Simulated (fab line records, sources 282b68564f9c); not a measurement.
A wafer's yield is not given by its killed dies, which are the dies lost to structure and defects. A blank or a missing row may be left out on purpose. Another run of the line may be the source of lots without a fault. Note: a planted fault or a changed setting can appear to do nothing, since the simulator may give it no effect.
Struck lot and sound lot, side by side :: flow rit-cmos :: 44 out of 202 route steps
Sound: these wafers, L392.1, L392.3, L392.6. The struck wafers were L402.1, L402.5, L402.6. The cause is named last.
Each step with rows lists, per side, the tool, then ch with its chambers, then its first start. Under that, the readings that differ: sound wafers :: struck wafers :: difference of the means :: sigmas: that difference in standard deviations of wafers without a fault.
alike: readings whose means differ by less than 2 such deviations, and words and numbers that are the same on both sides. not compared: withheld readings, readings that some wafer has no value for, bounds like >300 that may hide the same value, and numbers for which the record gives no deviation and whose values overlap.
Wherever a step has rows on one side only, a row that says differs or no value, or a row with sigmas, the two part there. Numbers that don't overlap but have no deviation are shown without sigmas and don't part them. A reading that every wafer of one side lacks parts them only if that side has two wafers or more.

first, 3 steps without rows for these wafers: RIT_REOX_CLEAN_01 (cleans in dHF, time 30 s); RIT_REOX_CLEAN_02 (cleans in SC2, time 600 s); RIT_REOX_OXIDATION_03 (target thk 25.2 nm, ox time 5580 s).
RIT_REOX_THK_MEAS_04:
  struck on film-metro-04, day 6 11:10; sound on film-metro-02, day 4 11:41
  alike: REOX_OXIDE_THK
then, 6 steps without rows for these wafers: RIT_NLDD_HMDS_00 (prime time 60 s); RIT_NLDD_COAT_01 (resist thk 1000 nm); RIT_NLDD_SOFTBAKE_02 (time 60 s); RIT_NLDD_EXPOSE_03 (exposes mask M7, target cd 40700 nm); RIT_NLDD_PEB_04; RIT_NLDD_DEVELOP_05 (develop time 50 s).
RIT_NLDD_OVL_MEAS_06:
  struck on overlay-02, day 6 12:17; sound on overlay-02, day 4 12:43
  alike: NLDD_OVL
then, 1 step without rows for these wafers: RIT_NLDD_HARDBAKE_07 (time 60 s).
RIT_NLDD_IMPLANT_08:
  sound on implanter-02 ch 0, day 4 12:54; struck on implanter-02 ch 0, day 6 12:28
reading: dose-ions-cm2
sound: 4.997e+14 4.997e+14 4.995e+14
struck: 8e+14 8.002e+14 8.008e+14
difference: +3e+14
sigmas: +99 or more

reading: end-station-pressure-torr (Torr)
sound: 6.63e-06 6.25e-06 6.1e-06
struck: 7.41e-06 7.04e-06 7.3e-06
difference: +9.23e-07
sigmas: +3

reading: faraday-current-uA
sound: 1585 1558 1637
struck: 2556 2575 2489
difference: +947
sigmas: +31
  alike: beam-energy-keV
RIT_NLDD_STRIP_09: strips in O2, time 180 s.
  sound on plasma-asher-01 ch 0,1, day 4 13:03; struck on plasma-asher-02 ch 0,1, day 6 12:37
  alike: drypump-motor-current-A
  not compared: rf-hours-counter-h
RIT_NLDD_TW_MEAS_10:
  struck on film-metro-04, day 6 12:48; sound on film-metro-02, day 4 13:13
reading: NLDD_TW
sound: 2452 2462 2466
struck: 2811 2805 2812
difference: +349
sigmas: +10
then, 6 steps without rows for these wafers: RIT_PLDD_HMDS_00 (prime time 60 s); RIT_PLDD_COAT_01 (resist thk 1000 nm); RIT_PLDD_SOFTBAKE_02 (time 60 s); RIT_PLDD_EXPOSE_03 (exposes mask M8, target cd 40900 nm); RIT_PLDD_PEB_04; RIT_PLDD_DEVELOP_05 (develop time 50 s).
RIT_PLDD_OVL_MEAS_06:
  struck on overlay-01, day 6 13:50; sound on overlay-01, day 4 14:16
  alike: PLDD_OVL
then, 2 steps without rows for these wafers: RIT_PLDD_HARDBAKE_07 (time 60 s); RIT_PLDD_IMPLANT_08.
RIT_PLDD_STRIP_09: strips in O2, time 180 s.
  sound on plasma-asher-04 ch 0,1, day 4 14:35; struck on plasma-asher-03 ch 0,1, day 6 14:10
  alike: drypump-motor-current-A
  not compared: rf-hours-counter-h
RIT_PLDD_TW_MEAS_10:
  struck on film-metro-04, day 6 14:20; sound on film-metro-04, day 4 14:46
  alike: PLDD_TW
then, 4 steps without rows for these wafers: RIT_SPACER_CLEAN_00 (cleans in SC1, time 600 s); RIT_SPACER_CLEAN_01 (cleans in dHF, time 30 s); RIT_SPACER_CLEAN_02 (cleans in SC2, time 600 s); RIT_SPACER_CVD_03 (deposits Si3N4 from SiH2Cl2/NH3, target thk 250 nm, time 3300 s).
RIT_SPACER_THK_MEAS_04:
  struck on film-metro-03, day 6 16:52; sound on film-metro-03, day 4 17:07
  alike: SPACER_NITRIDE_THK
RIT_SPACER_ETCHBACK_05: etches Si3N4 in SF6/CHF3, stops on SiO2, target depth 250 nm, time 240 s.
  sound on rie-diel-02 ch 0, day 4 17:10; struck on rie-diel-02 ch 0,1, day 6 16:55
  alike: drypump-motor-current-A, oes-product-au, rf-fwd-power-W, throttle-valve-pct
  not compared: rf-hours-counter-h
then, 6 steps without rows for these wafers: RIT_NSD_HMDS_00 (prime time 60 s); RIT_NSD_COAT_01 (resist thk 1000 nm); RIT_NSD_SOFTBAKE_02 (time 60 s); RIT_NSD_EXPOSE_03 (exposes mask M9, target cd 40700 nm); RIT_NSD_PEB_04; RIT_NSD_DEVELOP_05 (develop time 50 s).
RIT_NSD_OVL_MEAS_06:
  struck on overlay-02, day 6 18:04; sound on overlay-02, day 4 18:20
  alike: NSD_OVL
then, 2 steps without rows for these wafers: RIT_NSD_HARDBAKE_07 (time 60 s); RIT_NSD_IMPLANT_08.
RIT_NSD_STRIP_09: strips in O2, time 180 s.
  sound on plasma-asher-01 ch 0,1, day 4 18:41; struck on plasma-asher-03 ch 0,1, day 6 18:23
  alike: drypump-motor-current-A
  not compared: rf-hours-counter-h
RIT_SDANNEAL_RS_MEAS_07: the measuring method here is four-point-probe.
  struck on film-metro-04, day 6 21:02; sound on film-metro-02, day 4 21:14
reading: NLDD_RS (ohm/sq)
sound: 152.9 152.1 151.9
struck: 103.3 104.0 103.5
difference: -48.7
sigmas: -90
RIT_M1_PROBE_99:
  struck on prober-01, day 7 04:26; sound on prober-01, day 5 04:28
reading: killed_at_M0_to_M3
sound: 0 1 0
struck: 0 0 0
difference: +0
sigmas: -3

reading: model.etest.nmos_0p3.r-on-ohm-um
sound: 2177 2214 2193
struck: 2038 2022 2026
difference: -166
sigmas: 

reading: model.etest.nmos_0p15.r-on-ohm-um
sound: 1150 1156 1154
struck: 986.3 978.1 984.6
difference: -170.3
sigmas: 

reading: model.etest.nldd.rs-ohm-sq
sound: 377.6 384.8 375.6
struck: 255.2 258.3 247.7
difference: -125.6
sigmas: 

reading: model.etest.nmos-turned.drive-ua-um
sound: 320.3 317.6 325.4
struck: 405.7 406.4 415.2
difference: +88.0
sigmas: 

reading: model.etest.nmos_0p15.drive-ua-um
sound: 458.4 455 460.6
struck: 511.8 517.9 523.5
difference: +59.7
sigmas: 

reading: model.etest.nldd.line-ohm-um
sound: 118.7 121.3 116.9
struck: 80.15 80.59 79.27
difference: -38.96
sigmas: 

reading: model.etest.nmos-narrow.drive-ua-um
sound: 229.3 220.9 225.2
struck: 235.4 233.4 234.1
difference: +9.2
sigmas: 

reading: model.etest.nmos_0p3.drive-ua-um
sound: 225.2 221.1 221.5
struck: 231.6 229.5 231.9
difference: +8.4
sigmas: 
  alike: killed-at-contacts, killed-at-front-end, killed-dies, killed-open, killed-short

## WHERE THEY PART
First at RIT_NLDD_IMPLANT_08; last, within this record, at RIT_M1_PROBE_99.

WHY: the cause the simulator had injected
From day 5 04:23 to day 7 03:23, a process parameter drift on implanter-02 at RIT_NLDD_IMPLANT_08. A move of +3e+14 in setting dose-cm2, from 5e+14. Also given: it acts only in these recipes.
